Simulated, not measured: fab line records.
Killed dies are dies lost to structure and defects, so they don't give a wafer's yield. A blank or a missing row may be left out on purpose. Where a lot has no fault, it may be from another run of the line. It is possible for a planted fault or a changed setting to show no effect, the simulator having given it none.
Which tool was responsible?	flow berkeley_cmos170	Sampling: 13 lots, 39 wafers, 6 of 331 route steps

WHAT THE GAUGES READ, wafer by wafer
UCB170_CONTACT_CD_MEAS_90 targets a cd of 700 nm. Usual: cd_nm at 700.2 nm, with a standard deviation of 1.6.
lot	measured	on	cd_nm (nm)	flag
L372	day 7 06:46	cd_sem-01	700.2 701.7 699.5	
L373	day 7 18:46	cd_sem-02	698.6 699.2 700.3	
L375	day 8 03:49	cd_sem-01	703.1 702.0 701.8	
L380	day 9 01:42	cd_sem-01	700.2 701.6 701.1	
L381	day 9 01:52	cd_sem-02	701.6 703.3 702.7	
L379	day 9 02:08	cd_sem-02	698.0 699.7 698.2	
L382	day 9 23:32	cd_sem-02	700.4 699.5 698.7	
L384	day 10 00:54	cd_sem-02	699.7 700.1 699.2	
L385	day 10 01:27	cd_sem-01	700.7 701.5 702.4	
L386	day 10 10:50	cd_sem-01	699.9 701.0 700.6	
L387	day 10 12:19	cd_sem-02	700.5 699.9 700.3	
L391	day 11 10:55	cd_sem-02	698.4 697.7 699.3	
L390	day 11 12:10	cd_sem-02	699.7 697.4 701.2	

UCB170_M3_RS_MEAS_02: measures by four-point-probe. Usual: M3_AL_RS 0.03227 ohm/sq, standard deviation 0.0003.
lot	measured	on	M3_AL_RS (ohm/sq)	flag
L372	day 7 23:54	film_metro-04	0.03258 0.03204 0.0325	
L373	day 8 09:50	film_metro-01	0.03305 0.03231 0.03256	
L375	day 8 18:34	film_metro-01	0.03182 0.03155 0.03159	
L380	day 9 20:40	film_metro-04	0.03188 0.03218 0.03183	
L381	day 9 21:12	film_metro-01	0.03231 0.03241 0.03278	
L379	day 9 20:56	film_metro-04	0.03208 0.03228 0.03245	
L382	day 10 17:58	film_metro-01	0.03194 0.03195 0.03229	
L384	day 10 20:12	film_metro-04	0.02988 0.03202 0.03244 0.02988 0.03198 0.03234	
L385	day 10 15:16	film_metro-01	0.03242 0.03234 0.03237	
L386	day 11 02:21	film_metro-01	0.03233 0.03269 0.03209	
L387	day 11 06:37	film_metro-04	0.03229 0.03227 0.03236	
L391	day 12 03:28	film_metro-01	0.03227 0.02997 0.03188 0.03233 0.02992 0.03189	
L390	day 12 03:46	film_metro-01	0.03277 0.03243 0.03028 0.03269 0.03243 0.03024	

UCB170_M3_THK_MEAS_03: measures by xrf. Usual: M3_AL_THK 896 nm, standard deviation 11.
lot	measured	on	M3_AL_THK (nm)	flag
L372	day 8 00:01	film_metro-04	890 900 888	
L373	day 8 09:56	film_metro-01	864 889 878	
L375	day 8 18:40	film_metro-01	895 915 907	
L380	day 9 20:47	film_metro-04	918 904 913	
L381	day 9 21:19	film_metro-01	893 889 879	
L379	day 9 21:03	film_metro-04	907 903 895	
L382	day 10 18:05	film_metro-01	899 896 885	
L384	day 11 06:05	film_metro-04	957 899 894 964 896 889	
L385	day 10 15:23	film_metro-01	885 889 888	
L386	day 11 02:28	film_metro-01	889 881 899	
L387	day 11 06:44	film_metro-04	896 900 893	
L391	day 12 06:26	film_metro-01	885 955 898 894 954 900	
L390	day 12 07:50	film_metro-01	878 889 952 875 887 947	

TOOL THAT RAN EACH LOT (tool first, then ch and the chambers of the sampled wafers, then the start)
lot	UCB170_M2_ETCH_17	UCB170_V2_CVD_00	UCB170_M3_SPUTTER_01
L372	rie_diel-04 ch 0,3, day 7 18:25	pecvd-01 ch 0,1, day 7 18:52	pvd_sputter-04, day 7 23:49
L373	rie_diel-01 ch 0,3, day 8 06:53	pecvd-03 ch 0,1,2, day 8 07:20	pvd_sputter-03, day 8 09:44
L375	rie_diel-04 ch 0,2,3, day 8 14:36	pecvd-01 ch 0,1, day 8 15:03	pvd_sputter-02, day 8 18:26
L380	rie_diel-02 ch 0,1,3, day 9 15:40	pecvd-03 ch 0,1,2, day 9 16:16	pvd_sputter-02, day 9 20:35
L381	rie_diel-01 ch 0,1,2, day 9 15:56	pecvd-04 ch 1,2, day 9 16:34	pvd_sputter-03, day 9 21:07
L379	rie_diel-04 ch 0,3, day 9 15:40	pecvd-01 ch 1,2, day 9 16:19	pvd_sputter-04, day 9 20:50
L382	rie_diel-02 ch 0,1,2, day 10 14:10	pecvd-03 ch 0,1, day 10 14:37	pvd_sputter-04, day 10 17:52
L384	rie_diel-04 ch 0,1,3, day 10 14:52	pecvd-01 ch 1,2, day 10 15:29	pvd_sputter-02, day 10 20:07
L385	rie_diel-04 ch 1,2,3, day 10 10:50	pecvd-01 ch 0,1,2, day 10 11:28	pvd_sputter-02, day 10 15:10
L386	rie_diel-02 ch 0,2,3, day 10 22:38	pecvd-01 ch 0,1,2, day 10 23:05	pvd_sputter-03, day 11 02:16
L387	rie_diel-04 ch 0,1, day 11 03:23	pecvd-03 ch 0,1, day 11 03:50	pvd_sputter-04, day 11 06:32
L391	rie_diel-04 ch 0,1,2, day 11 23:31	pecvd-04 ch 0,1, day 12 00:03	pvd_sputter-02, day 12 03:23
L390	rie_diel-02 ch 1,2, day 11 23:38	pecvd-03 ch 0,2, day 12 00:10	pvd_sputter-02, day 12 03:39
- UCB170_M2_ETCH_17: etches BARC in N2/H2.
- UCB170_V2_CVD_00: deposits SiO2 from TEOS/O2, target thk 2000 nm, time 250 s.
- UCB170_M3_SPUTTER_01: material Al, target thk 900 nm, time 120 s.

WHAT THE TOOLS THEMSELVES READ (means of the sampled wafers that have a number; where no wafer has one, the mark that the record gives instead)
UCB170_M2_ETCH_17. Usual: drypump_motor_current_A 5.8 A, standard deviation 0.32; h2_flow_sccm 200.0 sccm, standard deviation 0.59; oes_product_au 1.005 a.u., standard deviation 0.025; throttle_valve_pct 13.26 %, standard deviation 0.19.
lot	tool	drypump_motor_current_A (A)	h2_flow_sccm (sccm)	oes_product_au (a.u.)	throttle_valve_pct (%)	flag
L372	rie_diel-04	5.9	201.0	0.991	13.12	
L373	rie_diel-01	5.5	200.0	1.017	13.56	
L375	rie_diel-04	6.0	199.7	0.985	13.22	
L380	rie_diel-02	5.8	200.0	1.017	13.20	
L381	rie_diel-01	5.5	200.6	1.007	13.22	
L379	rie_diel-04	5.9	199.5	0.991	13.13	
L382	rie_diel-02	5.9	200.1	1.002	13.20	
L384	rie_diel-04	6.0	199.8	0.994	13.18	
L385	rie_diel-04	6.1	199.6	0.989	13.27	
L386	rie_diel-02	5.8	200.4	1.000	13.24	
L387	rie_diel-04	5.6	199.6	1.006	13.23	
L391	rie_diel-04	5.8	200.3	1.005	13.33	
L390	rie_diel-02	5.7	199.6	0.981	13.19	

UCB170_V2_CVD_00. Usual: heater_power_w at 277 W, with a standard deviation of 53.
lot	tool	heater_power_w (W)	flag
L372	pecvd-01	236	
L373	pecvd-03	313	
L375	pecvd-01	263	
L380	pecvd-03	297	
L381	pecvd-04	329	
L379	pecvd-01	288	
L382	pecvd-03	333	
L384	pecvd-01	282	
L385	pecvd-01	258	
L386	pecvd-01	287	
L387	pecvd-03	336	
L391	pecvd-04	301	
L390	pecvd-03	315	

UCB170_M3_SPUTTER_01. Usual: throttle_valve_pct at 30.0 %, with a standard deviation of 1.
lot	tool	throttle_valve_pct (%)	flag
L372	pvd_sputter-04	29.4	
L373	pvd_sputter-03	30.7	
L375	pvd_sputter-02	30.9	
L380	pvd_sputter-02	30.6	
L381	pvd_sputter-03	29.9	
L379	pvd_sputter-04	29.2	
L382	pvd_sputter-04	29.2	
L384	pvd_sputter-02	30.7	
L385	pvd_sputter-02	30.1	
L386	pvd_sputter-03	30.0	
L387	pvd_sputter-04	29.2	
L391	pvd_sputter-02	30.7	
L390	pvd_sputter-02	30.7	

THE ANSWER, worked out from the rows above alone
Rule: lot off if the mean of its wafers having a number is beyond 3 standard deviations from the usual mean. A lot without any number at a reading at which 4 lots or more have one is off too. The other lots that the step has rows for count as sound. Order of review: gauges by route order, followed by the tools' own readings, for which a lot's mean as printed above is used. At the first step where some lot is off, the reading lying furthest off is the one used; lots without a number count as furthest.
No lot is off on any of the readings shown, so nothing can be concluded from this.

WHAT HAD BEEN PUT IN BY THE SIMULATOR
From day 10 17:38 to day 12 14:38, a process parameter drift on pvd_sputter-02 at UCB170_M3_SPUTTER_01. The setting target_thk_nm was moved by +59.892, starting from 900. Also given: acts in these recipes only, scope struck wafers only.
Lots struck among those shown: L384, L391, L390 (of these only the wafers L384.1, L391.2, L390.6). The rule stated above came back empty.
